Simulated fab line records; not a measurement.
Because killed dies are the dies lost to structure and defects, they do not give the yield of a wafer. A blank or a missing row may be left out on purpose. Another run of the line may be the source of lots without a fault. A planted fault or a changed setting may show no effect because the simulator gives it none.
8D (eight disciplines) problem report, filled in by code || flow berkeleyCmos170 || the parts of the form that need people (team, actions taken, sign-off) are left out

1. PROBLEM STATEMENT
Wafers without a fault read 1e+13, standard deviation 1.1e+10; doseIonsCm2 at UCB170_NWELL_IMPLANT_14 reads a mean of 1e+13 on 6 wafers belonging to 2 lots. That puts it +18 standard deviations away from the usual mean.
Earliest sighting: wafer L102.3 on implanter-03 at day 5 06:56. At this step, 18 wafers from 6 lots have a number in the record. Rule for "out" (also "out of limits"): further than 4 standard deviations from the usual mean. All remaining wafers that have a number are taken as sound.

2. WHAT IT IS AND WHAT IT IS NOT
{"question": "which readings at this step", "is": "doseIonsCm2", "is not": "tiltDeg"}
{"question": "which lots", "is": "L102, L105", "is not": "L101, L106, L991, L993"}
{"question": "which wafers of those lots", "is": "all that have a number", "is not": "-"}
{"question": "read on which tools", "is": "implanter-03", "is not": "implanter-01"}
{"question": "when", "is": "from day 5 06:56", "is not": "up to then (9 sound wafers); but 3 sound wafers of L106 came after"}

3. WHAT RULES OUT EACH SUSPECT
Counting: a tool stays on the suspect list if, at a process step up to the reading, it processed all lots that are out and no sound lot following the first of them.
- rieDiel-03 at UCB170_NWELL_ETCH_13 (etches Si3N4 in CH3F/Ar/O2, stops on SiO2, target depth 246.4 nm, time 154 s): kept. It ran every lot that is out, first L102 (day 5 06:47), and no sound lot after that.
- implanter-03 at UCB170_NWELL_IMPLANT_14: kept. It processed each lot that is out, first L102 at day 5 06:56, and no sound lot thereafter; up to then, the last sound lot it processed was L993 at day 3 06:30. On those wafers its own readings are out: doseIonsCm2.
After counting, rieDiel-03 at UCB170_NWELL_ETCH_13 and implanter-03 at UCB170_NWELL_IMPLANT_14 remain.

4. THE CAUSE (what the simulator had put in)
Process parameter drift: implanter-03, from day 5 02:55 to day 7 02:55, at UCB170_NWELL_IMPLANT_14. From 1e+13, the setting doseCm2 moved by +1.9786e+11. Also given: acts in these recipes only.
This tool is one of the 2 suspects left after counting.

5. THE EFFECT CHAIN, in route order
Each row: a reading whose mean over the struck wafers that have a number lies more than 3 standard deviations from the usual. Readings are gone through only where the record gives a usual standard deviation; hours: the median, over the lots, of the time from a lot's start at the first step in this table giving one to that lot's start at this step; sigmas: the change measured in usual standard deviations.
{"hours": 0, "step": "UCB170_NWELL_IMPLANT_14", "reading": "doseIonsCm2", "usual": 1e+13, "on struck wafers": 1e+13, "change": "+2e+11", "sigmas": "+18"}
Process steps it contains:
- UCB170_NWELL_IMPLANT_14

6. HOW IT WOULD HAVE BEEN CAUGHT EARLIER
In this record the first reading out of limits was taken at day 5 06:56, 4 hours after the fault began at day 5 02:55.
